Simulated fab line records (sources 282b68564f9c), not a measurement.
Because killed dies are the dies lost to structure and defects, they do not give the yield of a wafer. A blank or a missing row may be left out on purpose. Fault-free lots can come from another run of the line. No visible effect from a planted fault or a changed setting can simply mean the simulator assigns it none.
A struck lot beside a sound one -- flow rit-cmos -- 18 steps out of a route of 202
Sound: wafers L535.1, L535.2, L535.6. Wafers struck: L542.1, L542.3, L542.4. The cause is named last.
For every step that has rows: the tool of each side, followed by ch and its chambers, followed by its first start. Under that, the readings that differ: sound wafers -- struck wafers -- difference of the means -- sigmas: that difference in standard deviations of wafers without a fault.
alike: readings whose means differ by less than 2 such deviations, and words and numbers that are the same on both sides. not compared: withheld readings, readings that some wafer has no value for, bounds like >300 that may hide the same value, and numbers for which the record gives no deviation and whose values overlap.
The two part at a step that has a row with sigmas, a row that says differs or no value, or rows on one side only. Numbers that have no deviation but don't overlap get no sigmas and don't part them. A reading missing from all wafers of one side parts the sides only when that side holds two or more wafers.

RIT_SILICIDE_RTA_06: time 10.37 s, ramp up 5 s, ramp down 10 s.
  sound on rtp-anneal-02 ch 0, day 4 10:59; struck on rtp-anneal-02 ch 0, day 6 00:09
  alike: wafer_temp_C_max
RIT_CONTACT_CVD_00: deposits SiO2 from TEOS, target thk 400 nm, time 61 s.
  sound on pecvd-01 ch 0,1, day 4 11:03; struck on pecvd-02 ch 0,2, day 6 00:13
  alike: heater-power-w
RIT_CONTACT_THK_MEAS_01:
  struck on film-metro-01, day 6 00:16; sound on film-metro-01, day 4 11:06
  alike: CONTACT_TEOS_THK
then, 6 steps without rows for these wafers: RIT_CONTACT_HMDS_02 (prime time 60 s); RIT_CONTACT_COAT_03 (resist thk 1000 nm); RIT_CONTACT_SOFTBAKE_04 (time 60 s); RIT_CONTACT_EXPOSE_05 (exposes mask M11, target cd 1000 nm); RIT_CONTACT_PEB_06; RIT_CONTACT_DEVELOP_07 (develop time 120 s).
RIT_CONTACT_CD_MEAS_08: target cd 1000 nm.
  struck on cd-sem-01, day 6 01:25; sound on cd-sem-01, day 4 12:15
  alike: cd-nm
RIT_CONTACT_OVL_MEAS_09:
  struck on overlay-01, day 6 01:32; sound on overlay-02, day 4 12:22
  alike: CONTACT_OVL
then, 1 step without rows for these wafers: RIT_CONTACT_HARDBAKE_10 (time 60 s).
RIT_CONTACT_ETCH_11: etches SiO2 in CHF3/CF4/Ar, stops on TiSi2, target depth 480 nm, time 320 s.
  sound on rie-diel-01 ch 1,2, day 4 12:33; struck on rie-diel-02 ch 0,2,3, day 6 01:48
reading,sound,struck,difference,sigmas
model.etch.depth-nm (nm),392.3 392.2 400.6,368.9 371.1 367.7,-25.8,
model.CONTACT.feature-depth-nm (nm),392.3 392.2 400.6,368.9 371.1 367.7,-25.8,
model.NOVOLAK_of_CONTACT_COAT_03.thk-nm (nm),771.1 773.2 775.5,795.7 796.1 795.5,+22.5,
  alike: drypump-motor-current-A, oes-product-au, throttle-valve-pct
  not compared: rf-hours-counter-h
RIT_CONTACT_STRIP_12: strips in O2, time 180 s.
  sound on plasma-asher-03 ch 0,1, day 4 12:45; struck on plasma-asher-01 ch 0,1, day 6 02:00
  alike: drypump-motor-current-A
  not compared: rf-hours-counter-h
RIT_CONTACT_CD_MEAS_90: target cd 1000 nm.
  struck on cd-sem-01, day 6 02:10; sound on cd-sem-02, day 4 12:55
  alike: cd-nm
then, 2 steps without rows for these wafers: RIT_CONTACT_CLEAN_13 (cleans in SC1, time 600 s); RIT_CONTACT_CLEAN_14 (cleans in SC2, time 600 s).
RIT_M1_PROBE_99:
  only the struck wafers here have rows in the record (prober-01, day 6 07:05); the sound ones have none

WHERE THEY PART
At RIT_M1_PROBE_99 and nowhere else, as far as this record goes.

WHY: what had been put in by the simulator
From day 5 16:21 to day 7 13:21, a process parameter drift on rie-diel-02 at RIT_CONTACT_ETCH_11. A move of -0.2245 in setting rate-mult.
